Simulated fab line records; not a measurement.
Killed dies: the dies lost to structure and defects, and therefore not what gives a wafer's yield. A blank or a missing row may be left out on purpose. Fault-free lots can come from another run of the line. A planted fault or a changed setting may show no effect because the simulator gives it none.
Split-lot study :: flow rit cmos :: 23 wafers read across 5 lots, on a route 202 steps long

THE SPLIT
At RIT_PLDD_SOFTBAKE_02 (time 60 s), the setting temp c was moved away from the recipe's 90 C on 8 of the 23 wafers read, by +1.8% to +3.6%. All remaining wafers had this setting at the recipe value.

Reading taken at the split's own step.

THE READING
NOVOLAK_of_PLDD_COAT_01.thk nm (the simulator's own value, which no gauge read), in nm, at RIT_PLDD_SOFTBAKE_02 (time 60 s). No usual value for it is given in the file. Here, 15 wafers ran the recipe; their average is 999.7 nm with a standard deviation of 1.7 nm.

wafer: L078.1
tool, chamber at the split: litho track-01, 0
temp c as run, C: 90
against the recipe: recipe
NOVOLAK_of_PLDD_COAT_01.thk nm, nm: 1001
against lot-mates on the recipe: -

wafer: L078.2
tool, chamber at the split: litho track-01, 0
temp c as run, C: 90
against the recipe: recipe
NOVOLAK_of_PLDD_COAT_01.thk nm, nm: 1002
against lot-mates on the recipe: -

wafer: L078.5
tool, chamber at the split: litho track-01, 0
temp c as run, C: 90
against the recipe: recipe
NOVOLAK_of_PLDD_COAT_01.thk nm, nm: 1003
against lot-mates on the recipe: -

wafer: L079.1
tool, chamber at the split: litho track-04, 0
temp c as run, C: 91.65
against the recipe: +1.8%
NOVOLAK_of_PLDD_COAT_01.thk nm, nm: 993.7
against lot-mates on the recipe: -5.2

wafer: L079.2
tool, chamber at the split: litho track-04, 0
temp c as run, C: 90
against the recipe: recipe
NOVOLAK_of_PLDD_COAT_01.thk nm, nm: 1000
against lot-mates on the recipe: -

wafer: L079.3
tool, chamber at the split: litho track-04, 0
temp c as run, C: 90
against the recipe: recipe
NOVOLAK_of_PLDD_COAT_01.thk nm, nm: 999
against lot-mates on the recipe: -

wafer: L079.5
tool, chamber at the split: litho track-04, 0
temp c as run, C: 90
against the recipe: recipe
NOVOLAK_of_PLDD_COAT_01.thk nm, nm: 997.7
against lot-mates on the recipe: -

wafer: L079.6
tool, chamber at the split: litho track-04, 0
temp c as run, C: 91.65
against the recipe: +1.8%
NOVOLAK_of_PLDD_COAT_01.thk nm, nm: 991.1
against lot-mates on the recipe: -7.8

wafer: L080.1
tool, chamber at the split: litho track-04, 0
temp c as run, C: 90
against the recipe: recipe
NOVOLAK_of_PLDD_COAT_01.thk nm, nm: 998.1
against lot-mates on the recipe: -

wafer: L080.3
tool, chamber at the split: litho track-04, 0
temp c as run, C: 90
against the recipe: recipe
NOVOLAK_of_PLDD_COAT_01.thk nm, nm: 998.1
against lot-mates on the recipe: -

wafer: L080.2
tool, chamber at the split: litho track-04, 0
temp c as run, C: 93.2
against the recipe: +3.6%
NOVOLAK_of_PLDD_COAT_01.thk nm, nm: 993
against lot-mates on the recipe: -5.1

wafer: L080.4
tool, chamber at the split: litho track-04, 0
temp c as run, C: 93.2
against the recipe: +3.6%
NOVOLAK_of_PLDD_COAT_01.thk nm, nm: 991.8
against lot-mates on the recipe: -6.3

wafer: L080.5
tool, chamber at the split: litho track-04, 0
temp c as run, C: 93.2
against the recipe: +3.6%
NOVOLAK_of_PLDD_COAT_01.thk nm, nm: 990.3
against lot-mates on the recipe: -7.8

wafer: L084.1
tool, chamber at the split: litho track-04, 0
temp c as run, C: 91.97
against the recipe: +2.2%
NOVOLAK_of_PLDD_COAT_01.thk nm, nm: 993.5
against lot-mates on the recipe: -5.1

wafer: L084.2
tool, chamber at the split: litho track-04, 0
temp c as run, C: 91.97
against the recipe: +2.2%
NOVOLAK_of_PLDD_COAT_01.thk nm, nm: 994.6
against lot-mates on the recipe: -4.0

wafer: L084.3
tool, chamber at the split: litho track-04, 0
temp c as run, C: 90
against the recipe: recipe
NOVOLAK_of_PLDD_COAT_01.thk nm, nm: 999.4
against lot-mates on the recipe: -

wafer: L084.5
tool, chamber at the split: litho track-04, 0
temp c as run, C: 91.97
against the recipe: +2.2%
NOVOLAK_of_PLDD_COAT_01.thk nm, nm: 993.4
against lot-mates on the recipe: -5.2

wafer: L084.6
tool, chamber at the split: litho track-04, 0
temp c as run, C: 90
against the recipe: recipe
NOVOLAK_of_PLDD_COAT_01.thk nm, nm: 997.8
against lot-mates on the recipe: -

wafer: L085.2
tool, chamber at the split: litho track-02, 0
temp c as run, C: 90
against the recipe: recipe
NOVOLAK_of_PLDD_COAT_01.thk nm, nm: 1001
against lot-mates on the recipe: -

wafer: L085.3
tool, chamber at the split: litho track-02, 0
temp c as run, C: 90
against the recipe: recipe
NOVOLAK_of_PLDD_COAT_01.thk nm, nm: 1000
against lot-mates on the recipe: -

wafer: L085.4
tool, chamber at the split: litho track-02, 0
temp c as run, C: 90
against the recipe: recipe
NOVOLAK_of_PLDD_COAT_01.thk nm, nm: 999.5
against lot-mates on the recipe: -

wafer: L085.5
tool, chamber at the split: litho track-02, 0
temp c as run, C: 90
against the recipe: recipe
NOVOLAK_of_PLDD_COAT_01.thk nm, nm: 997.6
against lot-mates on the recipe: -

wafer: L085.6
tool, chamber at the split: litho track-02, 0
temp c as run, C: 90
against the recipe: recipe
NOVOLAK_of_PLDD_COAT_01.thk nm, nm: 1002
against lot-mates on the recipe: -

THE FIT
A straight line over all 23 wafers: NOVOLAK_of_PLDD_COAT_01.thk nm changes by -2.5 nm for each +1% of temp c; r = -0.89; the points scatter about the line by 1.8 nm.
The same after taking each lot's own level away (the mean of its wafers on the recipe; 23 wafers): -2.03 nm for each +1%; r = -0.89; scatter 1.4 nm.
The reading moves by 7.2 nm for the largest change in temp c, on that fit.
The lots' own levels span 998.10 to 1002.00 nm, that is 2.3 times the standard deviation above.
So the lot-to-lot level changes the slope: the two fits differ.
Check: for one of the wafers moved furthest among these (+3.6%), held out of the fit, the line's prediction against its lot-mates is -8.03 nm. Against them it came out at -5.1 nm.

OTHER SPLITS ON THESE WAFERS
Before the reading, these wafers also passed through other splits. Each is held against what the fit with the lots' levels taken away leaves over:
other split on the same wafers: RIT_GATE_EXPOSE_13 dose mj
wafers away from the commonest value: 5
r with NOVOLAK_of_PLDD_COAT_01.thk nm (lot level and that fit taken away): +0.13

other split on the same wafers: RIT_NLDD_SOFTBAKE_02 temp c
wafers away from the commonest value: 11
r with NOVOLAK_of_PLDD_COAT_01.thk nm (lot level and that fit taken away): +0.02

other split on the same wafers: RIT_NLDD_IMPLANT_08 energy kev
wafers away from the commonest value: 12
r with NOVOLAK_of_PLDD_COAT_01.thk nm (lot level and that fit taken away): -0.04

FILE'S OWN FIT
NOVOLAK_of_PLDD_COAT_01.thk nm changes by -2.16 nm for each +1% of temp c, r = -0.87.
